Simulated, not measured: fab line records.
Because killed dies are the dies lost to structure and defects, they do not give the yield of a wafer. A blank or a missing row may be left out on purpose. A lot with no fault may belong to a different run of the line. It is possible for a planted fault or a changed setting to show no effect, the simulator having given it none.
Which of the tools did it? ; flow rit cmos ; 42 wafers from 14 lots sampled at 2 of the route's 202 steps

WHAT THE GAUGES SHOWED, per wafer
RIT_NRETRO_TW_MEAS_10. Usual: NRETRO_TW typically reads 1046, with standard deviation 4.7.
lot;measured;on;NRETRO_TW;flag
L250;day 2 07:26;film metro-01;1043 1045 1041;
L251;day 2 12:52;film metro-03;1045 1043 1041;
L253;day 2 22:58;film metro-03;1045 1040 1044;
L254;day 3 04:10;film metro-03;1038 1046 1040;
L255;day 3 09:24;film metro-02;1034 1039 1047;
L257;day 3 23:14;film metro-01;1052 1048 1053;
L258;day 4 03:11;film metro-02;1036 1043 1035;
L259;day 4 07:00;film metro-01;1047 1053 1045;
L262;day 4 21:46;film metro-02;992 996 1001 994 997 993;OFF
L264;day 5 06:36;film metro-03;1047 1046 1047;
L265;day 5 12:06;film metro-03;1004 1005 1002 1015 999 1000;OFF
L270;day 6 10:42;film metro-02;1050 1047 1051;
L272;day 6 21:40;film metro-02;1048 1046 1056;
L273;day 7 02:49;film metro-01;1054 1046 1043;

WHAT TOOL EACH LOT RAN ON (gives the tool, then ch and the chambers of the sampled wafers, and finally the start)
lot;RIT_NRETRO_IMPLANT_08
L250;implanter-04 ch 0, day 2 07:10
L251;implanter-02 ch 0, day 2 12:35
L253;implanter-01 ch 0, day 2 22:39
L254;implanter-02 ch 0, day 3 03:50
L255;implanter-04 ch 0, day 3 09:05
L257;implanter-04 ch 0, day 3 22:56
L258;implanter-01 ch 0, day 4 02:53
L259;implanter-02 ch 0, day 4 06:41
L262;implanter-01 ch 0, day 4 21:28
L264;implanter-02 ch 0, day 5 06:16
L265;implanter-01 ch 0, day 5 11:46
L270;implanter-04 ch 0, day 6 10:23
L272;implanter-02 ch 0, day 6 21:20
L273;implanter-02 ch 0, day 7 02:30
- RIT_NRETRO_IMPLANT_08

WHAT THE TOOLS THEMSELVES READ (means of the sampled wafers that have a number; where no wafer has one, the mark that the record gives instead)
RIT_NRETRO_IMPLANT_08. Usual: beam on s 10.00 s, standard deviation 0.18; dose ions cm2 1.0002e+13, standard deviation 1.2e+10; faraday current uA 31.7, standard deviation 0.56.
lot;tool;beam on s (s);dose ions cm2;faraday current uA;flag
L250;implanter-04;10.01;1.0004e+13;31.6;
L251;implanter-02;9.77;1.0005e+13;32.5;
L253;implanter-01;10.01;9.9880e+12;31.6;
L254;implanter-02;10.13;9.9903e+12;31.3;
L255;implanter-04;10.22;9.9967e+12;31.0;
L257;implanter-04;9.94;1.0000e+13;31.8;
L258;implanter-01;10.11;9.9997e+12;31.4;
L259;implanter-02;10.01;1.0003e+13;31.7;
L262;implanter-01;9.82;8.7997e+12;28.4;OFF
L264;implanter-02;9.86;9.9963e+12;32.1;
L265;implanter-01;10.00;8.8067e+12;27.8;OFF
L270;implanter-04;9.90;9.9960e+12;32.0;
L272;implanter-02;9.99;1.0009e+13;31.8;
L273;implanter-02;10.02;1.0014e+13;31.6;

THE ANSWER, worked out from the rows above alone
Rule: a lot is off if the mean of its wafers that have a number lies more than 3 standard deviations from the usual mean. A lot without any number at a reading at which 4 lots or more have one is off too. The other lots that the step has rows for count as sound. First the gauges in route order, then the tools' own readings, where a lot's mean is used as printed above. At the first step where some lot is off, the reading lying furthest off is the one used; lots without a number count as furthest.
Off: at RIT_NRETRO_TW_MEAS_10 (NRETRO_TW), L262, L265.
If a tool, at a process step before that reading, ran all the lots that are off and no sound lot after the first of them, it fits. Not tried: the gauges at RIT_NRETRO_TW_MEAS_10; whatever is off there is also off at RIT_NRETRO_IMPLANT_08, on other tools, and gauge error can't account for it. One candidate fits, namely implanter-01 at RIT_NRETRO_IMPLANT_08. A fault onset in the window from L258 (day 4 02:53, its last sound lot) to L262 (day 4 21:28, its first lot off) fits.
The tool's own readings at RIT_NRETRO_IMPLANT_08 bear it out: on the lots that are off they differ by more than 5 times the standard deviation of the sound lots' means. dose ions cm2 reads 8.8032e+12 there against 1.0000e+13 on the sound lots; faraday current uA reads 28.1 there against 31.7 on the sound lots.

WHAT HAD BEEN PUT IN BY THE SIMULATOR
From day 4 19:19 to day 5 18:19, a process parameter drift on implanter-01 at RIT_NRETRO_IMPLANT_08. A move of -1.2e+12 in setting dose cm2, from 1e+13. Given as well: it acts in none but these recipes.
Shown lots that were struck: L262, L265. The rule given above showed the same thing.
